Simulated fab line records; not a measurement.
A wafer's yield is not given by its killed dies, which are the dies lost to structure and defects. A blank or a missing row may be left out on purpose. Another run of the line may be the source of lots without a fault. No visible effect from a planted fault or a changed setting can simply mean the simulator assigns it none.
Shared-tool check    flow ritCmos    39 wafers sampled across 13 lots

REASON FOR OPENING
2 of 13 lots carry a flag on the reading PWELL_TW at RIT_PWELL_TW_MEAS_10. Fault-free wafers read 951, with a standard deviation of 7.
Rule: flag the lot when none of its wafers has a number, or when each of its wafers that has one lies beyond 4 standard deviations from that mean. All remaining lots are regarded as sound.

lot   measured     on            PWELL_TW, wafer by wafer  flag
L572  day 1 22:58  filmMetro-01  954 961 951               
L573  day 2 03:31  filmMetro-03  945 947 946               
L574  day 2 08:42  filmMetro-03  945 945 949               
L575  day 2 13:53  filmMetro-01  962 968 964               
L576  day 2 20:14  filmMetro-03  941 939 941               
L577  day 2 23:52  filmMetro-03  947 949 946               
L581  day 3 20:44  filmMetro-01  957 966 957               
L583  day 4 05:22  filmMetro-03  1138 1140 1133            FLAGGED
L586  day 4 21:39  filmMetro-04  1140 1138 1140            FLAGGED
L590  day 5 17:20  filmMetro-04  954 954 960               
L591  day 5 22:03  filmMetro-03  952 951 950               
L592  day 6 02:33  filmMetro-04  948 949 949               
L593  day 6 08:05  filmMetro-04  952 953 952               
The mean of the flagged lots' numbers is 1138, +187 from the usual (+27 standard deviations).

TOOL THAT RAN EACH LOT
Before the reading, the record contains 2 process steps out of a 202-step route. Every cell lists first the tool, next ch and the chambers used by the sampled wafers, and last the start.
lot   flag     RIT_ACTIVE_STRIP_14                 RIT_PWELL_IMPLANT_08
L572           plasmaAsher-03 ch 0,1, day 1 15:02  implanter-01 ch 0, day 1 22:40
L573           plasmaAsher-02 ch 0,1, day 1 19:54  implanter-04 ch 0, day 2 03:14
L574           plasmaAsher-04 ch 0,1, day 2 00:50  implanter-01 ch 0, day 2 08:23
L575           plasmaAsher-04 ch 0,1, day 2 05:58  implanter-03 ch 0, day 2 13:33
L576           plasmaAsher-02 ch 0, day 2 10:58    implanter-03 ch 0, day 2 19:56
L577           plasmaAsher-02 ch 0,1, day 2 15:58  implanter-01 ch 0, day 2 23:32
L581           plasmaAsher-02 ch 0,1, day 3 12:14  implanter-01 ch 0, day 3 20:27
L583  FLAGGED  plasmaAsher-03 ch 0,1, day 3 21:56  implanter-03 ch 0, day 4 05:04
L586  FLAGGED  plasmaAsher-02 ch 0,1, day 4 12:58  implanter-03 ch 0, day 4 21:19
L590           plasmaAsher-02 ch 0,1, day 5 09:37  implanter-01 ch 0, day 5 17:02
L591           plasmaAsher-02 ch 0,1, day 5 14:02  implanter-01 ch 0, day 5 21:46
L592           plasmaAsher-04 ch 0,1, day 5 18:58  implanter-01 ch 0, day 6 02:14
L593           plasmaAsher-02 ch 0,1, day 5 23:58  implanter-04 ch 0, day 6 07:46
These steps, and what they do:
- RIT_ACTIVE_STRIP_14: strips in O2, time 180 s.
- RIT_PWELL_IMPLANT_08
- RIT_PWELL_TW_MEAS_10

FLAGGED AGAINST TOTAL, ONE TOOL AT A TIME (gauges that did the reading follow at the end)
step                  tool            lots run  flagged  share of the flagged lots  sound lots run after its first flagged lot
RIT_ACTIVE_STRIP_14   plasmaAsher-02  8         1        some                       3 (L590,L591,L593)
RIT_ACTIVE_STRIP_14   plasmaAsher-03  2         1        some                       0
RIT_ACTIVE_STRIP_14   plasmaAsher-04  3         0        none                       -
RIT_PWELL_IMPLANT_08  implanter-01    7         0        none                       -
RIT_PWELL_IMPLANT_08  implanter-03    4         2        all                        0
RIT_PWELL_IMPLANT_08  implanter-04    2         0        none                       -
RIT_PWELL_TW_MEAS_10  filmMetro-01    3         0        none                       -
RIT_PWELL_TW_MEAS_10  filmMetro-03    6         1        some                       1 (L591)
RIT_PWELL_TW_MEAS_10  filmMetro-04    4         1        some                       3 (L590,L592,L593)

THE TABLE: WHAT IT ALLOWS
Rows of the table that ran each flagged lot: 1, that is implanter-03 at RIT_PWELL_IMPLANT_08.
- implanter-03 at RIT_PWELL_IMPLANT_08 ran 4 lots, 2 of them flagged. Its last sound lot is L576 (day 2 19:56), its first flagged lot L583 (day 4 05:04): a fault that began between those two fits. Its own readings lie more than 4 standard deviations out on every wafer of the flagged lots: doseIonsCm2, faradayCurrentUA.
implanter-03 at RIT_PWELL_IMPLANT_08 is the single tool remaining.

WHAT THE SIMULATOR HAD INSERTED
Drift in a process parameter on implanter-03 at RIT_PWELL_IMPLANT_08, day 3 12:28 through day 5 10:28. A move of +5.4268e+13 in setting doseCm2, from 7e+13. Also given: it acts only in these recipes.
Lots struck among those shown: L583, L586. This agrees with what the rule above found.
